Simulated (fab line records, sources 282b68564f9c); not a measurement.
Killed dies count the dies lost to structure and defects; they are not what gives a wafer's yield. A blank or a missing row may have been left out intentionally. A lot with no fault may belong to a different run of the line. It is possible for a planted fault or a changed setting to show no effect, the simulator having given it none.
fab line records	flow rit-cmos
[record] lots = 7	wafers = 21	last-day = 7
route steps=202 shown ACTIVE@1
lots untouched by any fault: they come from a run of this same line in which no faults occurred
start-h: start of the lot's first displayed wafer, in hours after the record's first day	wait-h: hours since the lot's step before	" same as the row above	L1.1+2: a single row standing in for several wafers	- no value present, or no start provided	* or withheld: withheld	< > ~ a bound
route shown NAME@n: names a module that has steps shown in the file, with the first one's number in the route	usual: the fault-free wafers' mean and standard deviation	same: alike in all rows	chamber/n: place in a boat	sites: per-site readings	_std_site: their standard deviation	_edge_site: mean of outer sites minus mean of inner sites	radius-mm: for every site, how far away it sits from the centre of the wafer	mask NAME#n: copy n	behind: tool/chamber where the wafer was last shaped	hold: what put the lot on hold/how long, in hours/how the hold closed	device: the transistor (n, p or np) that didn't switch	end of line: the route-end tests of the same wafers	where a step has no rows: the recipe by itself	killed: not the wafer's yield, but the dies lost to structure and defects at the first sort	map: a wafer's dies, marking killed ones x, the rest . and places with no die _
set.NAME: the run value of the setting; set.NAME@STEP: its run value at that earlier step	model.NAME: the simulator's own value behind a step, which no gauge read
lots at some steps of the route; a table a step, a row a wafer
[[steps]]
[step RIT_ACTIVE_BOW_MEAS_00]
[recipe] mode = bow
[usual] INCOMING_BOW = 0/6.2
lot.wafer	tool	chamber	start-h	wait-h	INCOMING_BOW[um]
L870.1	film-metro-01	-	60.00	-	1
L870.5	"	-	"	"	-4
L870.6	"	-	"	"	-1
L871.1	film-metro-03	-	65.00	-	-3
L871.3	"	-	"	"	-4
L871.4	"	-	"	"	1
L873.1	film-metro-03	-	75.00	-	0
L873.3	"	-	"	"	3
L873.6	"	-	"	"	-7
L874.2	film-metro-03	-	80.02	-	5
L874.3	"	-	"	"	-10
L874.4	"	-	"	"	-1
L875.2	film-metro-01	-	85.02	-	8
L875.3	"	-	"	"	-17
L875.6	"	-	"	"	-1
L878.1	film-metro-01	-	100.00	-	-9
L878.4	"	-	"	"	-2
L878.6	"	-	"	"	-4
L883.1	film-metro-01	-	125.00	-	1
L883.2	"	-	"	"	-10
L883.3	"	-	"	"	-2
[step RIT_ACTIVE_OXIDATION_01]
[recipe] temp-c = 1007	ambient = O2	target-thk-a = 468	ox-time-s = 3360
[step RIT_ACTIVE_THK_MEAS_02]
[recipe] reads = SiO2_of_ACTIVE_OXIDATION_01
[usual] ACTIVE_OXIDE_THK = 50.1/0.85
lot.wafer	tool	chamber	start-h	wait-h	ACTIVE_OXIDE_THK[nm]
L870.1	film-metro-04	-	62.20	0.0	49.3
L870.5	"	-	"	"	48.5
L870.6	"	-	"	"	49.4
L871.1	film-metro-04	-	70.89	0.0	50.3
L871.3	"	-	"	"	50.6
L871.4	"	-	"	"	49.4
L873.1	film-metro-03	-	78.21	0.0	50.2
L873.3	"	-	"	"	49.9
L873.6	"	-	"	"	49.9
L874.2	film-metro-01	-	82.06	0.0	49.9
L874.3	"	-	"	"	49.7
L874.4	"	-	"	"	48.7
L875.2	film-metro-01	-	87.74	0.0	49.9
L875.3	"	-	"	"	50.1
L875.6	"	-	"	"	49.4
L878.1	film-metro-04	-	103.31	0.0	50.7
L878.4	"	-	"	"	51.3
L878.6	"	-	"	"	50.7
L883.1	film-metro-04	-	127.05	0.0	49.7
L883.2	"	-	"	"	49.7
L883.3	"	-	"	"	50.0
[step RIT_ACTIVE_CVD_03]
[recipe] material = Si3N4	target-thk-nm = 150	temp-c = 810	precursor = SiH2Cl2/NH3	time-s = 1500	pressure-mtorr = 300	sih2cl2-flow-sccm = 60	nh3-flow-sccm = 150
[step RIT_ACTIVE_THK_MEAS_04]
[recipe] reads = Si3N4_of_ACTIVE_CVD_03
[usual] ACTIVE_NITRIDE_THK = 149.9/1.5
lot.wafer	tool	chamber	start-h	wait-h	ACTIVE_NITRIDE_THK[nm]
L870.1	film-metro-03	-	63.93	0.0	150.8
L870.5	"	-	"	"	151.7
L870.6	"	-	"	"	151.4
L871.1	film-metro-03	-	72.37	0.0	148.9
L871.3	"	-	"	"	150.9
L871.4	"	-	"	"	151.2
L873.1	film-metro-04	-	80.29	0.0	150.7
L873.3	"	-	"	"	150.8
L873.6	"	-	"	"	150.3
L874.2	film-metro-03	-	84.25	0.0	148.2
L874.3	"	-	"	"	148.7
L874.4	"	-	"	"	148.3
L875.2	film-metro-04	-	89.92	0.0	147.0
L875.3	"	-	"	"	147.4
L875.6	"	-	"	"	148.0
L878.1	film-metro-01	-	106.55	0.0	150.4
L878.4	"	-	"	"	149.6
L878.6	"	-	"	"	150.6
L883.1	film-metro-03	-	129.24	0.0	150.4
L883.2	"	-	"	"	150.8
L883.3	"	-	"	"	150.5
[step RIT_ACTIVE_HMDS_05]
[recipe] prime-time-s = 58.85	prime-temp-c = 140
[step RIT_ACTIVE_COAT_06]
[recipe] resist = NOVOLAK	spin-rpm = 3250	resist-thk-nm = 1000
[step RIT_ACTIVE_SOFTBAKE_07]
[recipe] resist = NOVOLAK	temp-c = 90	time-s = 60
[step RIT_ACTIVE_EXPOSE_08]
[recipe] mask-id = M1	na = 0.6	source-shape = conventional	sigma-outer = 0.6	target-cd-nm = 1400	dose-mj = 225
[step RIT_ACTIVE_PEB_09]
[recipe] resist = NOVOLAK	temp-c = withheld	time-s = withheld
[step RIT_ACTIVE_DEVELOP_10]
[recipe] resist = NOVOLAK	develop-time-s = 50	dev-temp-c = 23
[usual] chill-plate-temp-C = 23.00/0.096	develop-time-s = 50/0
lot.wafer	tool	chamber	start-h	wait-h	chill-plate-temp-C	develop-time-s
L870.1	litho-track-02	0	64	-	23.01	50
L870.5	"	0	"	"	22.98	50
L870.6	"	0	"	"	23.14	50
L871.1	litho-track-02	0	73	-	23.00	50
L871.3	"	0	"	"	23.04	50
L871.4	"	0	"	"	23.12	50
L873.1	litho-track-02	-	81	-	-	-
L873.3	"	-	"	"	-	-
L873.6	"	-	"	"	-	-
L874.2	litho-track-03	-	85	-	-	-
L874.3	"	-	"	"	-	-
L874.4	"	-	"	"	-	-
L875.2	litho-track-02	-	90	-	-	-
L875.3	"	-	"	"	-	-
L875.6	"	-	"	"	-	-
L878.1	litho-track-02	0	107	-	23.09	50
L878.4	"	0	"	"	22.91	50
L878.6	"	0	"	"	23.12	50
L883.1	litho-track-04	0	130	-	23.05	50
L883.2	"	0	"	"	23.12	50
L883.3	"	0	"	"	23.05	50
[step RIT_ACTIVE_CD_MEAS_11]
[recipe] target-cd-nm = 1400
[usual] cd-nm = 1399.8/2.5
lot.wafer	tool	chamber	start-h	wait-h	cd-nm
L870.1	cd-sem-02	-	64.84	-	1400.4
L870.5	"	-	"	"	1399.2
L870.6	"	-	"	"	1401.2
L871.1	cd-sem-02	-	73.28	-	1400.0
L871.3	"	-	"	"	1399.4
L871.4	"	-	"	"	1399.5
L873.1	cd-sem-01	-	81.23	-	-
L873.3	"	-	"	"	-
L873.6	"	-	"	"	-
L874.2	cd-sem-02	-	85.19	-	-
L874.3	"	-	"	"	-
L874.4	"	-	"	"	-
L875.2	cd-sem-02	-	90.88	-	-
L875.3	"	-	"	"	-
L875.6	"	-	"	"	-
L878.1	cd-sem-01	-	107.46	-	1396.5
L878.4	"	-	"	"	1395.8
L878.6	"	-	"	"	1397.7
L883.1	cd-sem-02	-	130.15	-	1399.3
L883.2	"	-	"	"	1396.2
L883.3	"	-	"	"	1397.4
[[key]]
[first-sign] step = RIT_ACTIVE_DEVELOP_10	reading = tool-record	direction = missing
effect none on later readings
met-at RIT_ACTIVE_DEVELOP_10
struck-wafers L873.1,L873.3,L873.6,L874.2,L874.3,L874.4,L875.2,L875.3,L875.6
later-rows-left-out L873.1,L873.3,L873.6,L874.2,L874.3,L874.4,L875.2,L875.3,L875.6
sort-left-out L873.1,L873.3,L873.6,L874.2,L874.3,L874.4,L875.2,L875.3,L875.6
tester-left-out L873,L874,L875
onset-between 73 81
[fault] kind = skipped-step-whole	tool = litho-track-02,litho-track-03	chamber = -	onset-h = 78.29	steps = RIT_ACTIVE_DEVELOP_10	scope = struck-lots-only
// tester-left-out: of these lots the tester's yield and bins aren't shown, on N5 and GAA mostly nor the transistor test; their killed dies are dies lost to structure and defects alone, not to doping, threshold or leakage, so they don't give the yield
// sort-left-out: the simulated sort isn't trusted on such a fault, so these wafers' sort isn't shown, and their yield isn't known
// later-rows-left-out: the simulator's readings of these wafers behind a module that went badly wrong aren't trusted and aren't shown, but for the sort
